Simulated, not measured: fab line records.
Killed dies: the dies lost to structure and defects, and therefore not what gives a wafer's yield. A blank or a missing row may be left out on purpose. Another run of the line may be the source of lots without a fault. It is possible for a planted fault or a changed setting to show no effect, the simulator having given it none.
Problem report, 8D (eight disciplines) form, completed by code :: flow berkeley_cmos170 :: the parts of the form that need people (team, actions taken, sign-off) are left out

## 1. THE PROBLEM
Across 9 wafers from 3 lots, CONTACT_PSG_THK at UCB170_CONTACT_THK_MEAS_02 averages 612 nm, while fault-free wafers read 700 nm with a standard deviation of 6.4. That is -14 standard deviations from the usual mean.
First seen on wafer L129.2, day 7 15:25, on film_metro-02. Wafers with a number at this step in the record: 42, from 14 lots. The rule behind "out" and "out of limits": a value lying over 4 standard deviations away from the usual mean. The other wafers with a number count as sound.

## 2. WHAT IT IS; WHAT IT IS NOT
question: which readings at this step
is: CONTACT_PSG_THK
is not: -

question: which lots
is: L129, L130, L132
is not: L125, L126, L127, L128, L131, L142, L144, L145, L146, L147, L148

question: which wafers of those lots
is: all that have a number
is not: -

question: read on which gauges
is: film_metro-01, film_metro-02
is not: film_metro-03

question: when
is: from day 7 15:25
is not: up to then (15 sound wafers); but 18 sound wafers of L142, L144, L145, L146, L147, L148 came after

## 3. SUSPECTS, AND WHAT RULES EACH OUT
Counting: a tool stays on the suspect list if, at a process step up to the reading, it processed all lots that are out and no sound lot following the first of them.
- the gauge at UCB170_CONTACT_THK_MEAS_02 has been ruled out. Those wafers that are out were read across 2 gauges (film_metro-01, film_metro-02).
- lpcvd-02 at UCB170_CONTACT_CVD_01 (deposits PSG from SiH4/O2/PH3, target thk 700 nm, time 2820 s): ruled out as a lasting fault. After its first lot that is out, L129 (day 7 13:37), sound lots L144, L145, L147, L148 ran on it.
Left after counting: nothing in the record.

## 4. THE CAUSE (what the simulator had put in)
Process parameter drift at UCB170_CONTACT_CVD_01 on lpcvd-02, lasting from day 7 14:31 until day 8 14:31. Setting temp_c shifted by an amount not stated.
It was ruled out by counting, in error; the rule expects a fault to strike all lots run on its tool from its start on, and this fault did not.

## 5. THE EFFECT CHAIN, in route order
Each row: a reading where the mean over the struck wafers with a number is more than 3 standard deviations away from the usual. Readings are gone through only where the record gives a usual standard deviation; hours: the median, over the lots, of the time from a lot's start at the first step in this table giving one to that lot's start at this step; sigmas: the change measured in usual standard deviations.
hours: 0
step: UCB170_CONTACT_CVD_01
reading: spike_tc_centre_C
usual: 454.3 C
on struck wafers: 438.0
change: -16.3
sigmas: -6.8

hours: 0
step: UCB170_CONTACT_CVD_01
reading: spike_tc_load_C
usual: 467.9 C
on struck wafers: 453.0
change: -14.9
sigmas: -8.8

hours: 0
step: UCB170_CONTACT_CVD_01
reading: spike_tc_source_C
usual: 469.4 C
on struck wafers: 454.0
change: -15.4
sigmas: -8.1

hours: 0
step: UCB170_CONTACT_CVD_01
reading: susceptor_temp_C
usual: 450.01 C
on struck wafers: 434.05
change: -15.96
sigmas: -64

hours: 2
step: UCB170_CONTACT_THK_MEAS_02
reading: CONTACT_PSG_THK
usual: 700 nm
on struck wafers: 612
change: -88
sigmas: -14

hours: -
step: UCB170_CONTACT_ETCH_18
reading: oes_product_au
usual: 0.894 a.u.
on struck wafers: 0.840
change: -0.054
sigmas: -3.2
It contains these process steps:
- UCB170_CONTACT_CVD_01: deposits PSG from SiH4/O2/PH3, target thk 700 nm, time 2820 s.
- UCB170_CONTACT_ETCH_18: etches PSG in CHF3/CF4/Ar, stops on TiSi2, target depth 840 nm, time 195 s.

## 6. HOW IT WOULD HAVE BEEN CAUGHT EARLIER
In this record the first reading out of limits at a measuring or inspecting step was taken at day 7 15:25, 1 hour after the fault began at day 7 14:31.
Tool's own readings at UCB170_CONTACT_CVD_01, spike_tc_centre_C, spike_tc_load_C, spike_tc_source_C, susceptor_temp_C: out on all struck wafers the step has rows for; an alarm limit on them would have tripped on the first.
